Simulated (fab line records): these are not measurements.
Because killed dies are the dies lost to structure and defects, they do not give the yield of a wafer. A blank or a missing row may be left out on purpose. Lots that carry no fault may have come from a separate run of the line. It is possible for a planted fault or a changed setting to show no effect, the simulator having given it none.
Which of the tools did it? + flow berkeley-cmos170 + Sampling: 15 lots, 45 wafers, 3 of 331 route steps

== WHAT THE GAUGES READ, wafer by wafer ==
UCB170_PWELL_TW_MEAS_17.
| lot  | measured    | on            | PWELL_TW    |
|------|-------------|---------------|-------------|
| L993 | day 3 03:14 | film-metro-04 | 383 383 385 |
| L994 | day 3 03:23 | film-metro-02 | 384 384 385 |
| L995 | day 3 12:43 | film-metro-01 | 377 374 373 |
| L996 | day 3 17:37 | film-metro-02 | 386 384 384 |
| L997 | day 3 19:04 | film-metro-02 | 384 384 382 |
| L998 | day 3 23:23 | film-metro-04 | 380 383 382 |
| L999 | day 4 13:55 | film-metro-02 | 379 381 379 |
| L107 | day 5 20:22 | film-metro-04 | 380 382 382 |
| L108 | day 6 02:56 | film-metro-04 | 382 380 379 |
| L110 | day 6 19:23 | film-metro-01 | 376 377 377 |
| L111 | day 6 19:31 | film-metro-02 | 384 383 382 |
| L112 | day 7 00:46 | film-metro-01 | 375 375 376 |
| L113 | day 7 08:29 | film-metro-04 | 380 382 380 |
| L115 | day 7 21:13 | film-metro-04 | 382 383 380 |
| L116 | day 8 02:10 | film-metro-02 | 385 383 383 |

UCB170_CONTACT_THK_MEAS_02.
| lot  | measured     | on            | CONTACT_PSG_THK (nm) |
|------|--------------|---------------|----------------------|
| L993 | day 6 19:50  | film-metro-03 | 700 699 699          |
| L994 | day 6 19:50  | film-metro-04 | 697 699 700          |
| L995 | day 7 04:56  | film-metro-03 | 708 705 715          |
| L996 | day 7 18:13  | film-metro-03 | 1277 1276 1275       |
| L997 | day 7 16:27  | film-metro-02 | 1284 1276 1281       |
| L998 | day 7 16:53  | film-metro-02 | 708 707 707          |
| L999 | day 8 16:24  | film-metro-03 | 1273 1278 1281       |
| L107 | day 9 22:31  | film-metro-02 | 705 709 707          |
| L108 | day 9 22:31  | film-metro-04 | 700 702 711          |
| L110 | day 10 19:26 | film-metro-02 | 696 698 698          |
| L111 | day 10 19:56 | film-metro-02 | 699 703 706          |
| L112 | day 11 05:20 | film-metro-02 | 701 705 698          |
| L113 | day 11 16:11 | film-metro-02 | 700 702 704          |
| L115 | day 12 00:54 | film-metro-02 | 702 707 703          |
| L116 | day 12 14:19 | film-metro-04 | 704 708 701          |

== TOOL THAT RAN EACH LOT (tool first, then ch and the chambers of the sampled wafers, then the start) ==
| lot  | UCB170_CONTACT_CVD_01       |
|------|-----------------------------|
| L993 | lpcvd-01 ch 0, day 6 18:03  |
| L994 | lpcvd-01 ch 0, day 6 18:03  |
| L995 | lpcvd-02 ch 1, day 7 03:10  |
| L996 | lpcvd-01 ch 1, day 7 16:26  |
| L997 | lpcvd-01 ch 0, day 7 14:38  |
| L998 | lpcvd-02 ch 1, day 7 15:07  |
| L999 | lpcvd-01 ch 1, day 8 14:37  |
| L107 | lpcvd-02 ch 0, day 9 20:43  |
| L108 | lpcvd-02 ch 0, day 9 20:43  |
| L110 | lpcvd-01 ch 1, day 10 17:39 |
| L111 | lpcvd-02 ch 1, day 10 18:08 |
| L112 | lpcvd-02 ch 0, day 11 03:32 |
| L113 | lpcvd-01 ch 0, day 11 14:24 |
| L115 | lpcvd-01 ch 0, day 11 23:07 |
| L116 | lpcvd-01 ch 0, day 12 12:31 |
- UCB170_CONTACT_CVD_01: deposits PSG from SiH4/O2/PH3, target thk 700 nm, time 2820 s.

== AS READ BY THE TOOLS THEMSELVES (means over the sampled wafers that have a number; for cases with no such wafer, the mark the record gives instead) ==
UCB170_CONTACT_CVD_01.
| lot  | tool     | spike-tc-load-C (C) | zone-power-load-pct (%) |
|------|----------|---------------------|-------------------------|
| L993 | lpcvd-01 | 465.1               | 6.9                     |
| L994 | lpcvd-01 | 465.5               | 6.9                     |
| L995 | lpcvd-02 | 471.2               | 6.5                     |
| L996 | lpcvd-01 | 465.4               | 7.4                     |
| L997 | lpcvd-01 | 465.5               | 6.8                     |
| L998 | lpcvd-02 | 470.8               | 6.4                     |
| L999 | lpcvd-01 | 464.6               | 7.3                     |
| L107 | lpcvd-02 | 468.9               | 7.1                     |
| L108 | lpcvd-02 | 468.7               | 7.1                     |
| L110 | lpcvd-01 | 466.0               | 7.3                     |
| L111 | lpcvd-02 | 470.6               | 6.4                     |
| L112 | lpcvd-02 | 469.8               | 7.0                     |
| L113 | lpcvd-01 | 465.6               | 6.9                     |
| L115 | lpcvd-01 | 464.7               | 6.9                     |
| L116 | lpcvd-01 | 465.5               | 6.9                     |

== THE ANSWER, worked out from the rows above alone ==
Rule: usual is defined by the lots themselves. The widest of any qualifying gaps counts: lots, ordered by their means at a reading, are off when they make up no more than a third of the lots, leave a main group of 4 or more, and stand apart from it by 3 or more times the standard deviation of that group's means. If all means in a main group match to the digits the tables above print for the reading, that group is not used. A lot without any number at a reading at which 4 lots or more have one is off too. The other lots that the step has rows for count as sound. The gauges are gone through in route order, then the tools' own readings, and for those a lot's mean is taken as printed above. The first step at which some lot is off is used, and at that step the reading that is off furthest; a lot without a number counts as furthest.
Off: L996, L997, L999, seen at UCB170_CONTACT_THK_MEAS_02 (CONTACT_PSG_THK). The main group has a mean of 703 nm with a standard deviation of 3.5.
If a tool, at a process step before that reading, ran all the lots that are off and no sound lot after the first of them, it fits. The gauges at UCB170_CONTACT_THK_MEAS_02 are tried like those tools. Of those tried, none fits.

== WHAT THE SIMULATOR PUT IN ==
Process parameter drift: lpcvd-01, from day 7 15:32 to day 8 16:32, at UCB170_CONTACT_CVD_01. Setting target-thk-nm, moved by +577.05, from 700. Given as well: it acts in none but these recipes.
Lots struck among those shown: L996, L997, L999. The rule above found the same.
